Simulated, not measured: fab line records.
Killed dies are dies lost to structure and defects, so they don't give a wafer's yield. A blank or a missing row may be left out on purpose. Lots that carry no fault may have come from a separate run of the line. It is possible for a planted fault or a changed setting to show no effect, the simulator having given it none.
Comparing a struck lot with a sound one	flow ritCmos	44 out of 202 route steps
Sound: these wafers, L362.1, L362.3, L362.4. Wafers L372.1, L372.2, L372.3 were the ones struck. At the end, the cause is stated.
At each step with rows: each side's tool, then ch and its chambers, then its first start. Under that, the readings that differ: sound wafers	struck wafers	difference of the means	sigmas: that difference in standard deviations of wafers without a fault.
alike: a reading whose means differ by less than 2 such deviations, as well as words and numbers matching on both sides. not compared: withheld readings; readings where some wafer has no value; bounds like >300 that might hide an equal value; numbers whose values overlap and for which the record gives no deviation.
The two part at a step that has a row with sigmas, a row that says differs or no value, or rows on one side only. Non-overlapping numbers with no deviation appear without sigmas and do not part them. A reading that every wafer of one side lacks parts them only if that side has two wafers or more.

RIT_FOX2_THK_MEAS_01:
  sound on filmMetro-03, day 2 16:01; struck on filmMetro-03, day 4 19:01
  alike: FOX2_OXIDE_THK
then, 2 steps without rows for these wafers: RIT_FOX2_CLEAN_02 (cleans in dHF, time 180 s); RIT_FOX2_WET_ETCH_03 (etches Si3N4 in H3PO4, target depth 195 nm, time 2700 s).
RIT_FOX2_THK_MEAS_90:
  sound on filmMetro-02, day 2 16:58; struck on filmMetro-01, day 4 19:53
  alike: FIELD_OXIDE_LEFT_1_THK
then, 6 steps without rows for these wafers: RIT_NWELL_HMDS_00 (prime time 60 s); RIT_NWELL_COAT_01 (resist thk 1300 nm); RIT_NWELL_SOFTBAKE_02 (time 60 s); RIT_NWELL_EXPOSE_03 (exposes mask M2, target cd 43900 nm); RIT_NWELL_PEB_04; RIT_NWELL_DEVELOP_05 (develop time 68 s).
RIT_NWELL_OVL_MEAS_06:
  sound on overlay-02, day 2 17:55; struck on overlay-02, day 4 20:58
  alike: NWELL_OVL
then, 1 step without rows for these wafers: RIT_NWELL_HARDBAKE_07 (time 120 s).
RIT_NWELL_IMPLANT_08:
  sound on implanter-01 ch 0, day 2 18:14; struck on implanter-03 ch 0, day 4 21:14
reading	sound	struck	difference	sigmas
doseIonsCm2	5.004e+13 5.002e+13 5.006e+13	6.494e+13 6.496e+13 6.5e+13	+1.493e+13	+99 or more
faradayCurrentUA	159 158 156	212 207 204	+50	+16
  alike: tiltDeg
RIT_NWELL_STRIP_09: strips in O2, time 180 s.
  sound on plasmaAsher-03 ch 0,1, day 2 18:23; struck on plasmaAsher-04 ch 0,1, day 4 21:23
  alike: drypumpMotorCurrentA
  not compared: rfHoursCounterH
RIT_NWELL_TW_MEAS_10:
  sound on filmMetro-03, day 2 18:34; struck on filmMetro-03, day 4 21:34
reading	sound	struck	difference	sigmas
NWELL_TW	2145 2139 2142	2327 2342 2345	+196	+16
then, 6 steps without rows for these wafers: RIT_PWELL_HMDS_00 (prime time 60 s); RIT_PWELL_COAT_01 (resist thk 1300 nm); RIT_PWELL_SOFTBAKE_02 (time 60 s); RIT_PWELL_EXPOSE_03 (exposes mask M3, target cd 43700 nm); RIT_PWELL_PEB_04; RIT_PWELL_DEVELOP_05 (develop time 68 s).
RIT_PWELL_OVL_MEAS_06:
  sound on overlay-01, day 2 19:39; struck on overlay-02, day 4 22:31
  alike: PWELL_OVL
then, 2 steps without rows for these wafers: RIT_PWELL_HARDBAKE_07 (time 120 s); RIT_PWELL_IMPLANT_08.
RIT_PWELL_STRIP_09: strips in O2, time 180 s.
  sound on plasmaAsher-02 ch 0,1, day 2 20:05; struck on plasmaAsher-02 ch 0,1, day 4 22:57
  alike: drypumpMotorCurrentA
  not compared: rfHoursCounterH
RIT_PWELL_TW_MEAS_10:
  sound on filmMetro-03, day 2 20:16; struck on filmMetro-02, day 4 23:07
  alike: PWELL_TW
then, 1 step without rows for these wafers: RIT_WELLDRIVE_ANNEAL_00 (time 14700 s).
RIT_WELLDRIVE_RS_MEAS_01: the measuring method here is four-point-probe.
  sound on filmMetro-04, day 3 01:24; struck on filmMetro-04, day 5 04:37
reading	sound	struck	difference	sigmas
NWELL_RS (ohm/sq)	275.4 274.8 274.1	235.5 235.6 235.6	-39.2	-56
RIT_WELLDRIVE_RS_MEAS_02: the measuring method here is four-point-probe.
  sound on filmMetro-04, day 3 01:31; struck on filmMetro-04, day 5 04:44
reading	sound	struck	difference	sigmas
PWELL_RS (ohm/sq)	427.4 427.2 425.7	431.4 431.4 430.5	+4.3	+3
then, 6 steps without rows for these wafers: RIT_NRETRO_HMDS_00 (prime time 60 s); RIT_NRETRO_COAT_01 (resist thk 1300 nm); RIT_NRETRO_SOFTBAKE_02 (time 60 s); RIT_NRETRO_EXPOSE_03 (exposes mask M4, target cd 43900 nm); RIT_NRETRO_PEB_04; RIT_NRETRO_DEVELOP_05 (develop time 68 s).
RIT_NRETRO_OVL_MEAS_06:
  sound on overlay-01, day 3 02:39; struck on overlay-01, day 5 05:44
  alike: NRETRO_OVL
then, 2 steps without rows for these wafers: RIT_NRETRO_HARDBAKE_07 (time 120 s); RIT_NRETRO_IMPLANT_08.
RIT_NRETRO_STRIP_09: strips in O2, time 180 s.
  sound on plasmaAsher-02 ch 0,1, day 3 03:05; struck on plasmaAsher-01 ch 0,1, day 5 06:10
  alike: drypumpMotorCurrentA
  not compared: rfHoursCounterH
RIT_NRETRO_TW_MEAS_10:
  sound on filmMetro-01, day 3 03:16; struck on filmMetro-04, day 5 06:21
  alike: NRETRO_TW
then, 2 steps without rows for these wafers: RIT_PRETRO_HMDS_00 (prime time 60 s); RIT_PRETRO_COAT_01 (resist thk 1300 nm).
RIT_M1_METAL_ETCH_12: etches Al in Cl2/BCl3, stops on SiO2, time 165 s, target depth 600 nm.
  sound on rieMetal-02 ch 0,1, day 4 03:26; struck on rieMetal-01 ch 0,1, day 6 06:55
reading	sound	struck	difference	sigmas
model.M1.cdNm (nm)	2595 2597 2598	2583 2583 2585	-13	
  alike: bcl3FlowSccm, drypumpMotorCurrentA, oesProductAu, throttleValvePct
  not compared: rfHoursCounterH
RIT_M1_PROBE_99:
  sound on prober-02, day 4 06:05; struck on prober-01, day 6 09:21
reading	sound	struck	difference	sigmas
killedDies	15 8 10	2 6 6	-6	-2
killedShort	9 6 6	0 4 3	-5	-2
model.etest.pmos_0p3.rOnOhmUm	6418 6402 6420	6600 6700 6690	+250	
model.etest.pmosTurned.rOnOhmUm	3489 3521 3541	3690 3733 3698	+190	
model.etest.pmos_0p15.rOnOhmUm	2826 2859 2890	2944 2993 2966	+109	
model.etest.nwellPinched.rsOhmSq	335.4 335.8 335.7	285.9 283.9 286.1	-50.3	
model.etest.wellEdgeLeft.lineOhmUm	182.2 182.1 182.3	152 150.2 150.6	-31	
model.etest.wellEdgeRight.lineOhmUm	183.6 182.4 181.2	150.9 150.5 150.7	-31.7	
model.etest.pmos_0p15.driveUaUm	246.3 245 241.3	232.8 225.4 229.2	-15.1	
model.etest.pmosTurned.driveUaUm	185.6 182.7 182.7	173 166.7 169	-14	
  alike: killed_at_M0_to_M3, killedAtContacts, killedAtFrontEnd, killedOpen

## WHERE THEY PART
First at RIT_NWELL_IMPLANT_08; last, within this record, at RIT_M1_PROBE_99.

WHY: the cause the simulator had injected
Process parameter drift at RIT_NWELL_IMPLANT_08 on implanter-03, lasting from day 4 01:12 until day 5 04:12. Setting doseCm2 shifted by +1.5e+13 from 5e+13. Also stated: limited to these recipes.
